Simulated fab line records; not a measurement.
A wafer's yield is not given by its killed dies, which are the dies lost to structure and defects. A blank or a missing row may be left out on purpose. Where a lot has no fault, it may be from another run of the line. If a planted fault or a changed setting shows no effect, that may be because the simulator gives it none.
fab line records :: flow ritCmos
record
  lots=15
  wafers=45
  lastDay=7
route steps=202 shown ACTIVE@9 FOX2@27 PRETRO@73
lots that met no fault: from a run of the same line without faults
startH: hours from the record's first day to the start of the lot's first wafer shown :: waitH: how many hours have passed since the lot's step before this one :: " the same as in the row above :: L1.1+2: a row that stands for several wafers :: - no value present, or no start provided :: * or withheld: withheld :: < > ~ a bound
route shown NAME@n: a module of which the file shows steps, and the number in the route of the first :: usual: mean and standard deviation over wafers with no fault :: same: alike in all rows :: chamber/n: place in a boat :: sites: each site's reading :: _std_site: standard deviation of those values :: _edge_site: outer sites' mean less inner sites' :: radiusMm: how far each site lies from the wafer's centre :: mask NAME#n: copy n :: behind: the last tool/chamber to shape the wafer :: hold: why the lot was held/for how many hours/how that ended :: device: which transistor (n, p or np) failed to switch :: end of line: the route-end tests of the same wafers :: step lacking rows: just its recipe :: killed: count of dies lost to structure and defects at first sort (not the wafer's yield) :: map: a wafer's dies, marking killed ones x, the rest . and places with no die _
set.NAME: the setting that was run; set.NAME@STEP: the one run at that earlier step :: model.NAME: the simulator's own value behind a step, which no gauge read
the route's steps for a sample of lots (tables are steps, rows are wafers)
services: when a tool's chamber went out of use (startH, in hours from the record's first day, below 0 if earlier), for how many hours, and the reason
## steps
# step RIT_ACTIVE_EXPOSE_08
# recipe
  maskId=M1
  na=0.6
  sourceShape=conventional
  sigmaOuter=0.6
  targetCdNm=1400
  doseMj=225
# usual
  exposureDoseMJCm2=224.98/0.2
  focusOffsetNm=0.0/0.54
  sigmaOuter=0.6/0
lot.wafer: L337.3
tool: ilineStepper-01
chamber: 0
startH: 14.20
waitH: 0.2
mask: M1#0
exposureDoseMJCm2: 224.89
focusOffsetNm: -0.8
sigmaOuter: 0.6

lot.wafer: L337.4
tool: ilineStepper-01
chamber: 0
startH: 14.20
waitH: 0.2
mask: M1#0
exposureDoseMJCm2: 225.26
focusOffsetNm: 0.0
sigmaOuter: 0.6

lot.wafer: L337.5
tool: ilineStepper-01
chamber: 0
startH: 14.20
waitH: 0.2
mask: M1#0
exposureDoseMJCm2: 224.90
focusOffsetNm: -0.2
sigmaOuter: 0.6

lot.wafer: L338.3
tool: ilineStepper-01
chamber: 0
startH: 19.08
waitH: 0.1
mask: M1#0
exposureDoseMJCm2: 225.25
focusOffsetNm: 0.5
sigmaOuter: 0.6

lot.wafer: L338.4
tool: ilineStepper-01
chamber: 0
startH: 19.08
waitH: 0.1
mask: M1#0
exposureDoseMJCm2: 225.44
focusOffsetNm: 0.0
sigmaOuter: 0.6

lot.wafer: L338.6
tool: ilineStepper-01
chamber: 0
startH: 19.08
waitH: 0.1
mask: M1#0
exposureDoseMJCm2: 225.37
focusOffsetNm: 0.4
sigmaOuter: 0.6

lot.wafer: L340.1
tool: ilineStepper-02
chamber: 0
startH: 29.16
waitH: 0.2
mask: M1#0
exposureDoseMJCm2: 225.17
focusOffsetNm: -1.5
sigmaOuter: 0.6

lot.wafer: L340.3
tool: ilineStepper-02
chamber: 0
startH: 29.16
waitH: 0.2
mask: M1#0
exposureDoseMJCm2: 225.03
focusOffsetNm: -0.8
sigmaOuter: 0.6

lot.wafer: L340.5
tool: ilineStepper-02
chamber: 0
startH: 29.16
waitH: 0.2
mask: M1#0
exposureDoseMJCm2: 224.99
focusOffsetNm: -0.7
sigmaOuter: 0.6

lot.wafer: L342.1
tool: ilineStepper-02
chamber: 0
startH: 39.16
waitH: 0.2
mask: M1#0
exposureDoseMJCm2: 224.91
focusOffsetNm: -0.1
sigmaOuter: 0.6

lot.wafer: L342.2
tool: ilineStepper-02
chamber: 0
startH: 39.16
waitH: 0.2
mask: M1#0
exposureDoseMJCm2: 224.99
focusOffsetNm: -0.1
sigmaOuter: 0.6

lot.wafer: L342.6
tool: ilineStepper-02
chamber: 0
startH: 39.16
waitH: 0.2
mask: M1#0
exposureDoseMJCm2: 225.19
focusOffsetNm: 0.3
sigmaOuter: 0.6

lot.wafer: L344.1
tool: ilineStepper-02
chamber: 0
startH: 49.72
waitH: 0.2
mask: M1#0
exposureDoseMJCm2: 225.16
focusOffsetNm: 0.4
sigmaOuter: 0.6

lot.wafer: L344.5
tool: ilineStepper-02
chamber: 0
startH: 49.72
waitH: 0.2
mask: M1#0
exposureDoseMJCm2: 225.04
focusOffsetNm: 0.1
sigmaOuter: 0.6

lot.wafer: L344.6
tool: ilineStepper-02
chamber: 0
startH: 49.72
waitH: 0.2
mask: M1#0
exposureDoseMJCm2: 224.69
focusOffsetNm: 1.0
sigmaOuter: 0.6

lot.wafer: L346.4
tool: ilineStepper-01
chamber: 0
startH: 59.44
waitH: 0.2
mask: M1#0
exposureDoseMJCm2: 224.86
focusOffsetNm: -0.5
sigmaOuter: 0.6

lot.wafer: L346.5
tool: ilineStepper-01
chamber: 0
startH: 59.44
waitH: 0.2
mask: M1#0
exposureDoseMJCm2: 224.91
focusOffsetNm: -0.4
sigmaOuter: 0.6

lot.wafer: L346.6
tool: ilineStepper-01
chamber: 0
startH: 59.44
waitH: 0.2
mask: M1#0
exposureDoseMJCm2: 224.93
focusOffsetNm: -0.6
sigmaOuter: 0.6

lot.wafer: L347.2
tool: ilineStepper-02
chamber: -
startH: 64.18
waitH: 0.2
mask: M1#0
exposureDoseMJCm2: -
focusOffsetNm: -
sigmaOuter: -

lot.wafer: L347.3
tool: ilineStepper-02
chamber: -
startH: 64.18
waitH: 0.2
mask: M1#0
exposureDoseMJCm2: -
focusOffsetNm: -
sigmaOuter: -

lot.wafer: L347.5
tool: ilineStepper-02
chamber: -
startH: 64.18
waitH: 0.2
mask: M1#0
exposureDoseMJCm2: -
focusOffsetNm: -
sigmaOuter: -

lot.wafer: L348.3
tool: ilineStepper-02
chamber: -
startH: 69.08
waitH: 0.1
mask: M1#0
exposureDoseMJCm2: -
focusOffsetNm: -
sigmaOuter: -

lot.wafer: L348.5
tool: ilineStepper-02
chamber: -
startH: 69.08
waitH: 0.1
mask: M1#0
exposureDoseMJCm2: -
focusOffsetNm: -
sigmaOuter: -

lot.wafer: L348.6
tool: ilineStepper-02
chamber: -
startH: 69.08
waitH: 0.1
mask: M1#0
exposureDoseMJCm2: -
focusOffsetNm: -
sigmaOuter: -

lot.wafer: L349.3
tool: ilineStepper-02
chamber: -
startH: 74.08
waitH: 0.1
mask: M1#0
exposureDoseMJCm2: -
focusOffsetNm: -
sigmaOuter: -

lot.wafer: L349.4
tool: ilineStepper-02
chamber: -
startH: 74.08
waitH: 0.1
mask: M1#0
exposureDoseMJCm2: -
focusOffsetNm: -
sigmaOuter: -

lot.wafer: L349.5
tool: ilineStepper-02
chamber: -
startH: 74.08
waitH: 0.1
mask: M1#0
exposureDoseMJCm2: -
focusOffsetNm: -
sigmaOuter: -

lot.wafer: L354.4
tool: ilineStepper-02
chamber: 0
startH: 99.22
waitH: 0.2
mask: M1#0
exposureDoseMJCm2: 224.98
focusOffsetNm: 0.6
sigmaOuter: 0.6

lot.wafer: L354.5
tool: ilineStepper-02
chamber: 0
startH: 99.22
waitH: 0.2
mask: M1#0
exposureDoseMJCm2: 224.88
focusOffsetNm: 0.5
sigmaOuter: 0.6

lot.wafer: L354.6
tool: ilineStepper-02
chamber: 0
startH: 99.22
waitH: 0.2
mask: M1#0
exposureDoseMJCm2: 224.98
focusOffsetNm: 0.6
sigmaOuter: 0.6

lot.wafer: L355.3
tool: ilineStepper-02
chamber: 0
startH: 104.79
waitH: 0.1
mask: M1#0
exposureDoseMJCm2: 224.90
focusOffsetNm: 0.4
sigmaOuter: 0.6

lot.wafer: L355.5
tool: ilineStepper-02
chamber: 0
startH: 104.79
waitH: 0.1
mask: M1#0
exposureDoseMJCm2: 224.66
focusOffsetNm: 0.2
sigmaOuter: 0.6

lot.wafer: L355.6
tool: ilineStepper-02
chamber: 0
startH: 104.79
waitH: 0.1
mask: M1#0
exposureDoseMJCm2: 224.58
focusOffsetNm: 0.4
sigmaOuter: 0.6

lot.wafer: L356.4
tool: ilineStepper-01
chamber: 0
startH: 109.22
waitH: 0.2
mask: M1#0
exposureDoseMJCm2: 225.03
focusOffsetNm: -0.1
sigmaOuter: 0.6

lot.wafer: L356.5
tool: ilineStepper-01
chamber: 0
startH: 109.22
waitH: 0.2
mask: M1#0
exposureDoseMJCm2: 224.96
focusOffsetNm: 0.2
sigmaOuter: 0.6

lot.wafer: L356.6
tool: ilineStepper-01
chamber: 0
startH: 109.22
waitH: 0.2
mask: M1#0
exposureDoseMJCm2: 224.86
focusOffsetNm: -0.1
sigmaOuter: 0.6

lot.wafer: L357.2
tool: ilineStepper-02
chamber: 0
startH: 114.18
waitH: 0.2
mask: M1#0
exposureDoseMJCm2: 224.65
focusOffsetNm: -0.2
sigmaOuter: 0.6

lot.wafer: L357.3
tool: ilineStepper-02
chamber: 0
startH: 114.18
waitH: 0.2
mask: M1#0
exposureDoseMJCm2: 224.87
focusOffsetNm: 0.1
sigmaOuter: 0.6

lot.wafer: L357.4
tool: ilineStepper-02
chamber: 0
startH: 114.18
waitH: 0.2
mask: M1#0
exposureDoseMJCm2: 224.71
focusOffsetNm: -0.6
sigmaOuter: 0.6

lot.wafer: L358.1
tool: ilineStepper-01
chamber: 0
startH: 119.17
waitH: 0.2
mask: M1#0
exposureDoseMJCm2: 225.35
focusOffsetNm: -0.2
sigmaOuter: 0.6

lot.wafer: L358.4
tool: ilineStepper-01
chamber: 0
startH: 119.17
waitH: 0.2
mask: M1#0
exposureDoseMJCm2: 224.88
focusOffsetNm: 0.5
sigmaOuter: 0.6

lot.wafer: L358.6
tool: ilineStepper-01
chamber: 0
startH: 119.17
waitH: 0.2
mask: M1#0
exposureDoseMJCm2: 225.02
focusOffsetNm: 0.1
sigmaOuter: 0.6

lot.wafer: L360.2
tool: ilineStepper-02
chamber: 0
startH: 129.23
waitH: 0.2
mask: M1#0
exposureDoseMJCm2: 224.77
focusOffsetNm: 0.5
sigmaOuter: 0.6

lot.wafer: L360.4
tool: ilineStepper-02
chamber: 0
startH: 129.23
waitH: 0.2
mask: M1#0
exposureDoseMJCm2: 225.12
focusOffsetNm: 1.0
sigmaOuter: 0.6

lot.wafer: L360.5
tool: ilineStepper-02
chamber: 0
startH: 129.23
waitH: 0.2
mask: M1#0
exposureDoseMJCm2: 224.84
focusOffsetNm: 1.0
sigmaOuter: 0.6
# step RIT_ACTIVE_CD_MEAS_90
# recipe
  targetCdNm=1400
# usual
  cdNm=1399.7/2.2
lot.wafer: L337.3
tool: cdSem-02
chamber: -
startH: 15.18
waitH: 0.1
cdNm: 1401.7

lot.wafer: L337.4
tool: cdSem-02
chamber: -
startH: 15.18
waitH: 0.1
cdNm: 1402.7

lot.wafer: L337.5
tool: cdSem-02
chamber: -
startH: 15.18
waitH: 0.1
cdNm: 1401.5

lot.wafer: L338.3
tool: cdSem-02
chamber: -
startH: 20.06
waitH: 0.1
cdNm: 1398.6

lot.wafer: L338.4
tool: cdSem-02
chamber: -
startH: 20.06
waitH: 0.1
cdNm: 1400.7

lot.wafer: L338.6
tool: cdSem-02
chamber: -
startH: 20.06
waitH: 0.1
cdNm: 1399.5

lot.wafer: L340.1
tool: cdSem-02
chamber: -
startH: 30.15
waitH: 0.1
cdNm: 1402.1

lot.wafer: L340.3
tool: cdSem-02
chamber: -
startH: 30.15
waitH: 0.1
cdNm: 1404.5

lot.wafer: L340.5
tool: cdSem-02
chamber: -
startH: 30.15
waitH: 0.1
cdNm: 1402.6

lot.wafer: L342.1
tool: cdSem-01
chamber: -
startH: 40.14
waitH: 0.1
cdNm: 1401.7

lot.wafer: L342.2
tool: cdSem-01
chamber: -
startH: 40.14
waitH: 0.1
cdNm: 1402.2

lot.wafer: L342.6
tool: cdSem-01
chamber: -
startH: 40.14
waitH: 0.1
cdNm: 1402.3

lot.wafer: L344.1
tool: cdSem-01
chamber: -
startH: 50.70
waitH: 0.1
cdNm: 1398.6

lot.wafer: L344.5
tool: cdSem-01
chamber: -
startH: 50.70
waitH: 0.1
cdNm: 1398.2

lot.wafer: L344.6
tool: cdSem-01
chamber: -
startH: 50.70
waitH: 0.1
cdNm: 1399.5

lot.wafer: L346.4
tool: cdSem-02
chamber: -
startH: 60.42
waitH: 0.1
cdNm: 1401.0

lot.wafer: L346.5
tool: cdSem-02
chamber: -
startH: 60.42
waitH: 0.1
cdNm: 1403.6

lot.wafer: L346.6
tool: cdSem-02
chamber: -
startH: 60.42
waitH: 0.1
cdNm: 1402.1

lot.wafer: L347.2
tool: cdSem-02
chamber: -
startH: 65.16
waitH: 0.1
cdNm: -

lot.wafer: L347.3
tool: cdSem-02
chamber: -
startH: 65.16
waitH: 0.1
cdNm: -

lot.wafer: L347.5
tool: cdSem-02
chamber: -
startH: 65.16
waitH: 0.1
cdNm: -

lot.wafer: L348.3
tool: cdSem-01
chamber: -
startH: 70.09
waitH: 0.1
cdNm: -

lot.wafer: L348.5
tool: cdSem-01
chamber: -
startH: 70.09
waitH: 0.1
cdNm: -

lot.wafer: L348.6
tool: cdSem-01
chamber: -
startH: 70.09
waitH: 0.1
cdNm: -

lot.wafer: L349.3
tool: cdSem-02
chamber: -
startH: 75.06
waitH: 0.1
cdNm: -

lot.wafer: L349.4
tool: cdSem-02
chamber: -
startH: 75.06
waitH: 0.1
cdNm: -

lot.wafer: L349.5
tool: cdSem-02
chamber: -
startH: 75.06
waitH: 0.1
cdNm: -

lot.wafer: L354.4
tool: cdSem-01
chamber: -
startH: 100.20
waitH: 0.1
cdNm: 1398.4

lot.wafer: L354.5
tool: cdSem-01
chamber: -
startH: 100.20
waitH: 0.1
cdNm: 1400.8

lot.wafer: L354.6
tool: cdSem-01
chamber: -
startH: 100.20
waitH: 0.1
cdNm: 1399.1

lot.wafer: L355.3
tool: cdSem-01
chamber: -
startH: 105.77
waitH: 0.1
cdNm: 1396.7

lot.wafer: L355.5
tool: cdSem-01
chamber: -
startH: 105.77
waitH: 0.1
cdNm: 1397.0

lot.wafer: L355.6
tool: cdSem-01
chamber: -
startH: 105.77
waitH: 0.1
cdNm: 1397.3

lot.wafer: L356.4
tool: cdSem-01
chamber: -
startH: 110.20
waitH: 0.1
cdNm: 1400.8

lot.wafer: L356.5
tool: cdSem-01
chamber: -
startH: 110.20
waitH: 0.1
cdNm: 1399.4

lot.wafer: L356.6
tool: cdSem-01
chamber: -
startH: 110.20
waitH: 0.1
cdNm: 1401.8

lot.wafer: L357.2
tool: cdSem-01
chamber: -
startH: 115.16
waitH: 0.1
cdNm: 1399.2

lot.wafer: L357.3
tool: cdSem-01
chamber: -
startH: 115.16
waitH: 0.1
cdNm: 1400.6

lot.wafer: L357.4
tool: cdSem-01
chamber: -
startH: 115.16
waitH: 0.1
cdNm: 1398.6

lot.wafer: L358.1
tool: cdSem-01
chamber: -
startH: 120.14
waitH: 0.1
cdNm: 1402.3

lot.wafer: L358.4
tool: cdSem-01
chamber: -
startH: 120.14
waitH: 0.1
cdNm: 1403.2

lot.wafer: L358.6
tool: cdSem-01
chamber: -
startH: 120.14
waitH: 0.1
cdNm: 1402.5

lot.wafer: L360.2
tool: cdSem-02
chamber: -
startH: 130.21
waitH: 0.1
cdNm: 1396.5

lot.wafer: L360.4
tool: cdSem-02
chamber: -
startH: 130.21
waitH: 0.1
cdNm: 1399.9

lot.wafer: L360.5
tool: cdSem-02
chamber: -
startH: 130.21
waitH: 0.1
cdNm: 1398.1
# step RIT_FOX2_THK_MEAS_90
# recipe
  reads=SiO2_of_FOX2_OXIDATION_00
# usual
  FIELD_OXIDE_LEFT_1_THK=325/5.8
lot.wafer: L337.3
tool: filmMetro-02
chamber: -
startH: 19.60
waitH: 0.0
FIELD_OXIDE_LEFT_1_THK[nm]: 321

lot.wafer: L337.4
tool: filmMetro-02
chamber: -
startH: 19.60
waitH: 0.0
FIELD_OXIDE_LEFT_1_THK[nm]: 317

lot.wafer: L337.5
tool: filmMetro-02
chamber: -
startH: 19.60
waitH: 0.0
FIELD_OXIDE_LEFT_1_THK[nm]: 314

lot.wafer: L338.3
tool: filmMetro-01
chamber: -
startH: 24.22
waitH: 0.0
FIELD_OXIDE_LEFT_1_THK[nm]: 329

lot.wafer: L338.4
tool: filmMetro-01
chamber: -
startH: 24.22
waitH: 0.0
FIELD_OXIDE_LEFT_1_THK[nm]: 333

lot.wafer: L338.6
tool: filmMetro-01
chamber: -
startH: 24.22
waitH: 0.0
FIELD_OXIDE_LEFT_1_THK[nm]: 328

lot.wafer: L340.1
tool: filmMetro-02
chamber: -
startH: 34.64
waitH: 0.0
FIELD_OXIDE_LEFT_1_THK[nm]: 337

lot.wafer: L340.3
tool: filmMetro-02
chamber: -
startH: 34.64
waitH: 0.0
FIELD_OXIDE_LEFT_1_THK[nm]: 332

lot.wafer: L340.5
tool: filmMetro-02
chamber: -
startH: 34.64
waitH: 0.0
FIELD_OXIDE_LEFT_1_THK[nm]: 337

lot.wafer: L342.1
tool: filmMetro-01
chamber: -
startH: 44.47
waitH: 0.0
FIELD_OXIDE_LEFT_1_THK[nm]: 321

lot.wafer: L342.2
tool: filmMetro-01
chamber: -
startH: 44.47
waitH: 0.0
FIELD_OXIDE_LEFT_1_THK[nm]: 316

lot.wafer: L342.6
tool: filmMetro-01
chamber: -
startH: 44.47
waitH: 0.0
FIELD_OXIDE_LEFT_1_THK[nm]: 324

lot.wafer: L344.1
tool: filmMetro-03
chamber: -
startH: 54.89
waitH: 0.0
FIELD_OXIDE_LEFT_1_THK[nm]: 320

lot.wafer: L344.5
tool: filmMetro-03
chamber: -
startH: 54.89
waitH: 0.0
FIELD_OXIDE_LEFT_1_THK[nm]: 325

lot.wafer: L344.6
tool: filmMetro-03
chamber: -
startH: 54.89
waitH: 0.0
FIELD_OXIDE_LEFT_1_THK[nm]: 319

lot.wafer: L346.4
tool: filmMetro-02
chamber: -
startH: 65.50
waitH: 0.0
FIELD_OXIDE_LEFT_1_THK[nm]: 326

lot.wafer: L346.5
tool: filmMetro-02
chamber: -
startH: 65.50
waitH: 0.0
FIELD_OXIDE_LEFT_1_THK[nm]: 323

lot.wafer: L346.6
tool: filmMetro-02
chamber: -
startH: 65.50
waitH: 0.0
FIELD_OXIDE_LEFT_1_THK[nm]: 322

lot.wafer: L347.2
tool: filmMetro-03
chamber: -
startH: 69.32
waitH: 0.0
FIELD_OXIDE_LEFT_1_THK[nm]: 325

lot.wafer: L347.3
tool: filmMetro-03
chamber: -
startH: 69.32
waitH: 0.0
FIELD_OXIDE_LEFT_1_THK[nm]: 327

lot.wafer: L347.5
tool: filmMetro-03
chamber: -
startH: 69.32
waitH: 0.0
FIELD_OXIDE_LEFT_1_THK[nm]: 326

lot.wafer: L348.3
tool: filmMetro-02
chamber: -
startH: 74.25
waitH: 0.0
FIELD_OXIDE_LEFT_1_THK[nm]: 325

lot.wafer: L348.5
tool: filmMetro-02
chamber: -
startH: 74.25
waitH: 0.0
FIELD_OXIDE_LEFT_1_THK[nm]: 332

lot.wafer: L348.6
tool: filmMetro-02
chamber: -
startH: 74.25
waitH: 0.0
FIELD_OXIDE_LEFT_1_THK[nm]: 335

lot.wafer: L349.3
tool: filmMetro-03
chamber: -
startH: 79.33
waitH: 0.0
FIELD_OXIDE_LEFT_1_THK[nm]: 328

lot.wafer: L349.4
tool: filmMetro-03
chamber: -
startH: 79.33
waitH: 0.0
FIELD_OXIDE_LEFT_1_THK[nm]: 321

lot.wafer: L349.5
tool: filmMetro-03
chamber: -
startH: 79.33
waitH: 0.0
FIELD_OXIDE_LEFT_1_THK[nm]: 320

lot.wafer: L354.4
tool: filmMetro-02
chamber: -
startH: 105.70
waitH: 0.0
FIELD_OXIDE_LEFT_1_THK[nm]: 329

lot.wafer: L354.5
tool: filmMetro-02
chamber: -
startH: 105.70
waitH: 0.0
FIELD_OXIDE_LEFT_1_THK[nm]: 324

lot.wafer: L354.6
tool: filmMetro-02
chamber: -
startH: 105.70
waitH: 0.0
FIELD_OXIDE_LEFT_1_THK[nm]: 326

lot.wafer: L355.3
tool: filmMetro-02
chamber: -
startH: 109.98
waitH: 0.0
FIELD_OXIDE_LEFT_1_THK[nm]: 325

lot.wafer: L355.5
tool: filmMetro-02
chamber: -
startH: 109.98
waitH: 0.0
FIELD_OXIDE_LEFT_1_THK[nm]: 325

lot.wafer: L355.6
tool: filmMetro-02
chamber: -
startH: 109.98
waitH: 0.0
FIELD_OXIDE_LEFT_1_THK[nm]: 326

lot.wafer: L356.4
tool: filmMetro-01
chamber: -
startH: 114.44
waitH: 0.0
FIELD_OXIDE_LEFT_1_THK[nm]: 321

lot.wafer: L356.5
tool: filmMetro-01
chamber: -
startH: 114.44
waitH: 0.0
FIELD_OXIDE_LEFT_1_THK[nm]: 329

lot.wafer: L356.6
tool: filmMetro-01
chamber: -
startH: 114.44
waitH: 0.0
FIELD_OXIDE_LEFT_1_THK[nm]: 321

lot.wafer: L357.2
tool: filmMetro-01
chamber: -
startH: 119.32
waitH: 0.0
FIELD_OXIDE_LEFT_1_THK[nm]: 328

lot.wafer: L357.3
tool: filmMetro-01
chamber: -
startH: 119.32
waitH: 0.0
FIELD_OXIDE_LEFT_1_THK[nm]: 320

lot.wafer: L357.4
tool: filmMetro-01
chamber: -
startH: 119.32
waitH: 0.0
FIELD_OXIDE_LEFT_1_THK[nm]: 323

lot.wafer: L358.1
tool: filmMetro-01
chamber: -
startH: 124.86
waitH: 0.0
FIELD_OXIDE_LEFT_1_THK[nm]: 336

lot.wafer: L358.4
tool: filmMetro-01
chamber: -
startH: 124.86
waitH: 0.0
FIELD_OXIDE_LEFT_1_THK[nm]: 335

lot.wafer: L358.6
tool: filmMetro-01
chamber: -
startH: 124.86
waitH: 0.0
FIELD_OXIDE_LEFT_1_THK[nm]: 338

lot.wafer: L360.2
tool: filmMetro-01
chamber: -
startH: 134.38
waitH: 0.0
FIELD_OXIDE_LEFT_1_THK[nm]: 321

lot.wafer: L360.4
tool: filmMetro-01
chamber: -
startH: 134.38
waitH: 0.0
FIELD_OXIDE_LEFT_1_THK[nm]: 326

lot.wafer: L360.5
tool: filmMetro-01
chamber: -
startH: 134.38
waitH: 0.0
FIELD_OXIDE_LEFT_1_THK[nm]: 321
# step RIT_PRETRO_STRIP_09
# recipe
  chemistry=O2
  timeS=180
  resist=NOVOLAK
  platenTempC=withheld
  powerW=500
  pressureMtorr=4000
  o2FlowSccm=4000
# usual
  drypumpMotorCurrentA=5.4/0.35
lot.wafer: L337.3
tool: plasmaAsher-02
chamber: 0
startH: 31.87
waitH: 0.1
drypumpMotorCurrentA: 5.4
rfHoursCounterH: -

lot.wafer: L337.4
tool: plasmaAsher-02
chamber: 1
startH: 31.87
waitH: 0.1
drypumpMotorCurrentA: 4.8
rfHoursCounterH: -

lot.wafer: L337.5
tool: plasmaAsher-02
chamber: 0
startH: 31.87
waitH: 0.1
drypumpMotorCurrentA: 5.4
rfHoursCounterH: -

lot.wafer: L338.3
tool: plasmaAsher-04
chamber: 1
startH: 35.96
waitH: 0.1
drypumpMotorCurrentA: 5.0
rfHoursCounterH: -

lot.wafer: L338.4
tool: plasmaAsher-04
chamber: 0
startH: 35.96
waitH: 0.1
drypumpMotorCurrentA: 5.4
rfHoursCounterH: -

lot.wafer: L338.6
tool: plasmaAsher-04
chamber: 0
startH: 35.96
waitH: 0.1
drypumpMotorCurrentA: 5.4
rfHoursCounterH: -

lot.wafer: L340.1
tool: plasmaAsher-04
chamber: 1
startH: 46.49
waitH: 0.1
drypumpMotorCurrentA: 5.0
rfHoursCounterH: 40

lot.wafer: L340.3
tool: plasmaAsher-04
chamber: 1
startH: 46.49
waitH: 0.1
drypumpMotorCurrentA: 5.0
rfHoursCounterH: -

lot.wafer: L340.5
tool: plasmaAsher-04
chamber: 1
startH: 46.49
waitH: 0.1
drypumpMotorCurrentA: 5.0
rfHoursCounterH: -

lot.wafer: L342.1
tool: plasmaAsher-04
chamber: 0
startH: 56.93
waitH: 0.1
drypumpMotorCurrentA: 5.4
rfHoursCounterH: 41

lot.wafer: L342.2
tool: plasmaAsher-04
chamber: 1
startH: 56.93
waitH: 0.1
drypumpMotorCurrentA: 5.0
rfHoursCounterH: 41

lot.wafer: L342.6
tool: plasmaAsher-04
chamber: 0
startH: 56.93
waitH: 0.1
drypumpMotorCurrentA: 5.4
rfHoursCounterH: -

lot.wafer: L344.1
tool: plasmaAsher-03
chamber: 0
startH: 66.65
waitH: 0.1
drypumpMotorCurrentA: 5.5
rfHoursCounterH: 43

lot.wafer: L344.5
tool: plasmaAsher-03
chamber: 1
startH: 66.65
waitH: 0.1
drypumpMotorCurrentA: 6.0
rfHoursCounterH: -

lot.wafer: L344.6
tool: plasmaAsher-03
chamber: 0
startH: 66.65
waitH: 0.1
drypumpMotorCurrentA: 5.5
rfHoursCounterH: -

lot.wafer: L346.4
tool: plasmaAsher-03
chamber: 0
startH: 77.40
waitH: 0.1
drypumpMotorCurrentA: 5.5
rfHoursCounterH: -

lot.wafer: L346.5
tool: plasmaAsher-03
chamber: 1
startH: 77.40
waitH: 0.1
drypumpMotorCurrentA: 5.9
rfHoursCounterH: -

lot.wafer: L346.6
tool: plasmaAsher-03
chamber: 0
startH: 77.40
waitH: 0.1
drypumpMotorCurrentA: 5.5
rfHoursCounterH: -

lot.wafer: L354.4
tool: plasmaAsher-04
chamber: 0
startH: 117.60
waitH: 0.1
drypumpMotorCurrentA: 5.4
rfHoursCounterH: -

lot.wafer: L354.5
tool: plasmaAsher-04
chamber: 0
startH: 117.60
waitH: 0.1
drypumpMotorCurrentA: 5.4
rfHoursCounterH: -

lot.wafer: L354.6
tool: plasmaAsher-04
chamber: 1
startH: 117.60
waitH: 0.1
drypumpMotorCurrentA: 5.0
rfHoursCounterH: -

lot.wafer: L355.3
tool: plasmaAsher-04
chamber: 0
startH: 121.97
waitH: 0.1
drypumpMotorCurrentA: 5.4
rfHoursCounterH: -

lot.wafer: L355.5
tool: plasmaAsher-04
chamber: 0
startH: 121.97
waitH: 0.1
drypumpMotorCurrentA: 5.4
rfHoursCounterH: -

lot.wafer: L355.6
tool: plasmaAsher-04
chamber: 1
startH: 121.97
waitH: 0.1
drypumpMotorCurrentA: 5.0
rfHoursCounterH: -

lot.wafer: L356.4
tool: plasmaAsher-03
chamber: 0
startH: 126.32
waitH: 0.1
drypumpMotorCurrentA: 5.5
rfHoursCounterH: -

lot.wafer: L356.5
tool: plasmaAsher-03
chamber: 1
startH: 126.32
waitH: 0.1
drypumpMotorCurrentA: 6.0
rfHoursCounterH: -

lot.wafer: L356.6
tool: plasmaAsher-03
chamber: 0
startH: 126.32
waitH: 0.1
drypumpMotorCurrentA: 5.5
rfHoursCounterH: -

lot.wafer: L357.2
tool: plasmaAsher-03
chamber: 1
startH: 131.06
waitH: 0.1
drypumpMotorCurrentA: 6.0
rfHoursCounterH: 1

lot.wafer: L357.3
tool: plasmaAsher-03
chamber: 1
startH: 131.06
waitH: 0.1
drypumpMotorCurrentA: 6.0
rfHoursCounterH: -

lot.wafer: L357.4
tool: plasmaAsher-03
chamber: 0
startH: 131.06
waitH: 0.1
drypumpMotorCurrentA: 5.5
rfHoursCounterH: -

lot.wafer: L358.1
tool: plasmaAsher-02
chamber: 0
startH: 137.46
waitH: 0.1
drypumpMotorCurrentA: 5.4
rfHoursCounterH: 35

lot.wafer: L358.4
tool: plasmaAsher-02
chamber: 1
startH: 137.46
waitH: 0.1
drypumpMotorCurrentA: 4.8
rfHoursCounterH: -

lot.wafer: L358.6
tool: plasmaAsher-02
chamber: 0
startH: 137.46
waitH: 0.1
drypumpMotorCurrentA: 5.5
rfHoursCounterH: -

lot.wafer: L360.2
tool: plasmaAsher-03
chamber: 1
startH: 146.36
waitH: 0.1
drypumpMotorCurrentA: 6.0
rfHoursCounterH: 3

lot.wafer: L360.4
tool: plasmaAsher-03
chamber: 0
startH: 146.36
waitH: 0.1
drypumpMotorCurrentA: 5.5
rfHoursCounterH: -

lot.wafer: L360.5
tool: plasmaAsher-03
chamber: 0
startH: 146.36
waitH: 0.1
drypumpMotorCurrentA: 5.5
rfHoursCounterH: -
## services
tool: ilineStepper-01
chamber: -
startH: 16.77
hours: 1.8
kind: repair

tool: ilineStepper-02
chamber: -
startH: 23.72
hours: 1.7
kind: pm

tool: plasmaAsher-02
chamber: -
startH: 29.96
hours: 0.8
kind: repair

tool: ilineStepper-01
chamber: -
startH: 75.45
hours: 5.2
kind: repair

tool: ilineStepper-02
chamber: 0
startH: 76.45
hours: -
kind: calibration

tool: plasmaAsher-03
chamber: -
startH: 108.75
hours: 9.0
kind: pm

tool: plasmaAsher-03
chamber: 0
startH: 108.75
hours: 9.0
kind: ventCycle

tool: plasmaAsher-03
chamber: 1
startH: 108.75
hours: 9.0
kind: ventCycle

tool: plasmaAsher-03
chamber: 0
startH: 117.75
hours: -
kind: clean

tool: plasmaAsher-03
chamber: 1
startH: 117.75
hours: -
kind: clean

tool: ilineStepper-01
chamber: 0
startH: 140.42
hours: -
kind: calibration
## key
firstSign
  step=RIT_ACTIVE_EXPOSE_08
  reading=toolRecord
  direction=missing
effect none on later readings
metAt RIT_ACTIVE_EXPOSE_08
struckLots L347,L348,L349
laterRowsLeftOut L347.2,L347.3,L347.5,L348.3,L348.5,L348.6,L349.3,L349.4,L349.5
sortLeftOut L347.2,L347.3,L347.5,L348.3,L348.5,L348.6,L349.3,L349.4,L349.5
testerLeftOut L347,L348,L349
notActingAt RIT_ACTIVE_CD_MEAS_90,RIT_FOX2_THK_MEAS_90,RIT_PRETRO_STRIP_09
onsetBetween 49.72 64.18
fault
  kind=skippedStepWhole
  tool=ilineStepper-02
  chamber=-
  onsetH=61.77
  steps=RIT_ACTIVE_EXPOSE_08
  scope=struckLotsOnly
# testerLeftOut: of these lots the tester's yield and bins aren't shown, on N5 and GAA mostly nor the transistor test; their killed dies are dies lost to structure and defects alone, not to doping, threshold or leakage, so they don't give the yield
# sortLeftOut: the simulated sort isn't trusted on such a fault, so these wafers' sort isn't shown, and their yield isn't known
# laterRowsLeftOut: the simulator's readings of these wafers behind a module that went badly wrong aren't trusted and aren't shown, but for the sort
